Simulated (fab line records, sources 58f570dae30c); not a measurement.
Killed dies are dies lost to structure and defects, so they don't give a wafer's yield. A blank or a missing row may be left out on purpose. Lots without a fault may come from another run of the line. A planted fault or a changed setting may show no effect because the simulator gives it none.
Which tool did it? | flow berkeley_cmos170 | 14 lots, 42 wafers sampled, at 5 steps of a route of 331

WHAT THE GAUGES READ, wafer by wafer
UCB170_ACTIVE_CD_MEAS_13: target cd 1200 nm. Usual: cd_nm 1200.6 nm, standard deviation 1.5.
lot  | measured    | on        | cd_nm (nm)           | flag
L733 | day 5 02:10 | cd_sem-02 | 1199.3 1198.7 1199.1 |
L730 | day 5 02:14 | cd_sem-01 | 1200.4 1199.2 1199.4 |
L732 | day 5 02:31 | cd_sem-02 | 1202.2 1202.2 1202.6 |
L731 | day 5 02:47 | cd_sem-02 | 1201.9 1200.7 1201.2 |
L735 | day 5 17:53 | cd_sem-01 | 1201.5 1202.3 1201.5 |
L734 | day 5 18:07 | cd_sem-01 | 1200.0 1200.7 1199.0 |
L737 | day 6 16:34 | cd_sem-02 | 1199.9 1200.1 1202.0 |
L738 | day 6 17:02 | cd_sem-02 | 1201.2 1201.1 1201.8 |
L746 | day 8 21:23 | cd_sem-02 | 1201.7 1203.2 1201.9 |
L747 | day 9 05:51 | cd_sem-02 | 1199.3 1200.0 1200.1 |
L748 | day 9 06:05 | cd_sem-02 | 1204.1 1202.1 1201.8 |
L750 | day 9 14:08 | cd_sem-01 | 1199.5 1200.2 1200.2 |
L753 | day 9 14:53 | cd_sem-01 | 1201.5 1200.5 1200.3 |
L752 | day 9 23:29 | cd_sem-01 | 1199.8 1199.6 1198.9 |

UCB170_SCREENOX_THK_MEAS_02. Usual: SCREENOX_OXIDE_THK 14.34 nm, standard deviation 0.27.
lot  | measured     | on            | SCREENOX_OXIDE_THK (nm) | flag
L733 | day 6 18:13  | film_metro-04 | 14.58 14.46 14.25       |
L730 | day 6 18:13  | film_metro-03 | 13.86 13.79 13.96       |
L732 | day 6 18:17  | film_metro-04 | 14.53 14.58 14.63       |
L731 | day 6 18:13  | film_metro-01 | 14.51 14.62 14.48       |
L735 | day 7 07:59  | film_metro-04 | 14.35 14.46 14.35       |
L734 | day 7 07:59  | film_metro-01 | 14.79 14.29 14.37       |
L737 | day 8 01:44  | film_metro-03 | 14.65 14.51 14.37       |
L738 | day 8 01:44  | film_metro-04 | 14.64 14.75 14.68       |
L746 | day 10 05:53 | film_metro-03 | 14.62 14.49 14.48       |
L747 | day 10 18:32 | film_metro-01 | 14.10 14.33 14.36       |
L748 | day 10 18:32 | film_metro-04 | 14.11 14.08 14.11       |
L750 | day 11 00:19 | film_metro-04 | 14.10 14.14 14.24       |
L753 | day 11 00:18 | film_metro-03 | 14.32 14.35 14.32       |
L752 | day 11 07:22 | film_metro-03 | 14.06 14.13 13.78       |

UCB170_NVT_TW_MEAS_09. Usual: NVT_TW 528, standard deviation 6.
lot  | measured     | on            | NVT_TW      | flag
L733 | day 7 01:50  | film_metro-01 | 522 519 523 |
L730 | day 7 01:19  | film_metro-02 | 533 531 532 |
L732 | day 7 01:34  | film_metro-04 | 532 533 535 |
L731 | day 7 01:41  | film_metro-02 | 530 527 528 |
L735 | day 7 16:41  | film_metro-01 | 522 521 520 |
L734 | day 7 16:26  | film_metro-02 | 530 531 531 |
L737 | day 8 11:54  | film_metro-01 | 516 517 517 |
L738 | day 8 11:37  | film_metro-04 | 533 532 531 |
L746 | day 10 11:47 | film_metro-01 | 471 471 469 | OFF
L747 | day 11 01:05 | film_metro-04 | 485 484 486 | OFF
L748 | day 11 01:19 | film_metro-02 | 530 530 529 |
L750 | day 11 07:59 | film_metro-01 | 521 517 520 |
L753 | day 11 08:04 | film_metro-02 | 533 531 532 |
L752 | day 11 14:55 | film_metro-04 | 536 534 535 |

WHICH TOOL RAN EACH LOT (tool, then ch and the chambers of the sampled wafers, then the start)
lot  | UCB170_ACTIVE_STRIP_16              | UCB170_NVT_IMPLANT_07
L733 | plasma_asher-02 ch 0,1, day 5 02:25 | implanter-04 ch 0, day 7 01:35
L730 | plasma_asher-01 ch 0,1, day 5 02:29 | implanter-02 ch 0, day 7 01:05
L732 | plasma_asher-03 ch 0,1, day 5 02:45 | implanter-02 ch 0, day 7 01:20
L731 | plasma_asher-02 ch 0,1, day 5 03:02 | implanter-01 ch 0, day 7 01:28
L735 | plasma_asher-02 ch 0,1, day 5 18:08 | implanter-01 ch 0, day 7 16:26
L734 | plasma_asher-03 ch 0,1, day 5 18:23 | implanter-04 ch 0, day 7 16:11
L737 | plasma_asher-02 ch 0,1, day 6 16:49 | implanter-04 ch 0, day 8 11:40
L738 | plasma_asher-01 ch 0,1, day 6 17:17 | implanter-02 ch 0, day 8 11:22
L746 | plasma_asher-02 ch 0,1, day 8 21:38 | implanter-02 ch 0, day 10 11:34
L747 | plasma_asher-03 ch 0,1, day 9 06:06 | implanter-02 ch 0, day 11 00:50
L748 | plasma_asher-01 ch 0,1, day 9 06:21 | implanter-01 ch 0, day 11 01:04
L750 | plasma_asher-03 ch 0,1, day 9 14:23 | implanter-01 ch 0, day 11 07:46
L753 | plasma_asher-02 ch 0,1, day 9 15:08 | implanter-04 ch 0, day 11 07:49
L752 | plasma_asher-03 ch 0,1, day 9 23:43 | implanter-04 ch 0, day 11 14:43
- UCB170_ACTIVE_STRIP_16: strips in O2.
- UCB170_NVT_IMPLANT_07

WHAT THE TOOLS THEMSELVES READ (means of the sampled wafers that have a number; where no wafer has one, the mark that the record gives instead)
UCB170_ACTIVE_STRIP_16. Usual: drypump_motor_current_A 5.6 A, standard deviation 0.5; oes_product_au 0.721 a.u., standard deviation 0.0048; strip_time_to_endpoint_s 18.10 s, standard deviation 0.085.
lot  | tool            | drypump_motor_current_A (A) | oes_product_au (a.u.) | strip_time_to_endpoint_s (s) | flag
L733 | plasma_asher-02 | 5.5                         | 0.717                 | 18.01                        |
L730 | plasma_asher-01 | 6.3                         | 0.722                 | 18.13                        |
L732 | plasma_asher-03 | 5.3                         | 0.721                 | 18.16                        |
L731 | plasma_asher-02 | 5.6                         | 0.722                 | 18.07                        |
L735 | plasma_asher-02 | 5.5                         | 0.724                 | 18.03                        |
L734 | plasma_asher-03 | 5.6                         | 0.718                 | 17.96                        |
L737 | plasma_asher-02 | 5.2                         | 0.721                 | 18.01                        |
L738 | plasma_asher-01 | 6.0                         | 0.723                 | 18.10                        |
L746 | plasma_asher-02 | 5.6                         | 0.720                 | 18.10                        |
L747 | plasma_asher-03 | 5.3                         | 0.717                 | 18.13                        |
L748 | plasma_asher-01 | 6.3                         | 0.722                 | 18.26                        |
L750 | plasma_asher-03 | 5.6                         | 0.722                 | 18.02                        |
L753 | plasma_asher-02 | 5.6                         | 0.724                 | 18.09                        |
L752 | plasma_asher-03 | 5.6                         | 0.718                 | 17.97                        |

UCB170_NVT_IMPLANT_07. Usual: dose_ions_cm2 3e+12, standard deviation 3.3e+09; faraday_current_uA 9.52, standard deviation 0.2.
lot  | tool         | dose_ions_cm2 | faraday_current_uA | flag
L733 | implanter-04 | 3e+12         | 9.45               |
L730 | implanter-02 | 3e+12         | 9.53               |
L732 | implanter-02 | 3e+12         | 9.73               |
L731 | implanter-01 | 3e+12         | 9.51               |
L735 | implanter-01 | 3e+12         | 9.51               |
L734 | implanter-04 | 3e+12         | 9.81               |
L737 | implanter-04 | 3e+12         | 9.46               |
L738 | implanter-02 | 3e+12         | 9.56               |
L746 | implanter-02 | 2e+12         | 6.92               | OFF
L747 | implanter-02 | 2e+12         | 6.93               | OFF
L748 | implanter-01 | 3e+12         | 9.55               |
L750 | implanter-01 | 3e+12         | 9.53               |
L753 | implanter-04 | 3e+12         | 9.40               |
L752 | implanter-04 | 3e+12         | 9.56               |

THE ANSWER, worked out from the rows above alone
Rule: a lot is off if the mean of its wafers that have a number lies more than 3 standard deviations from the usual mean. A lot without any number at a reading at which 4 lots or more have one is off too. The other lots that the step has rows for count as sound. The gauges are gone through in route order, then the tools' own readings, and for those a lot's mean is taken as printed above. The first step at which some lot is off is used, and at that step the reading that is off furthest; a lot without a number counts as furthest.
Off: L746, L747, at UCB170_NVT_TW_MEAS_09 (NVT_TW).
A tool fits if, at a process step before that reading, it ran every lot that is off, and no sound lot after the first of them. The gauges at UCB170_NVT_TW_MEAS_09 aren't tried: what is off there is off at UCB170_NVT_IMPLANT_07 too, on other tools, and a gauge's error can't cause that. One fits: implanter-02 at UCB170_NVT_IMPLANT_07. Its last sound lot is L738 (day 8 11:22), its first lot that is off L746 (day 10 11:34): a fault that began between those two fits.
The tool's own readings at UCB170_NVT_IMPLANT_07 bear it out: on the lots that are off they differ by more than 5 times the standard deviation of the sound lots' means. dose_ions_cm2 reads 2e+12 there against 3e+12 on the sound lots; faraday_current_uA reads 6.92 there against 9.55 on the sound lots.

WHAT THE SIMULATOR HAD PUT IN
Process parameter drift: implanter-02, from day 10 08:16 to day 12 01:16, at UCB170_NVT_IMPLANT_07. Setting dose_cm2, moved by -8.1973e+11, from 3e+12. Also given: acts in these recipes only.
Lots struck among those shown: L746, L747. The rule above found the same.
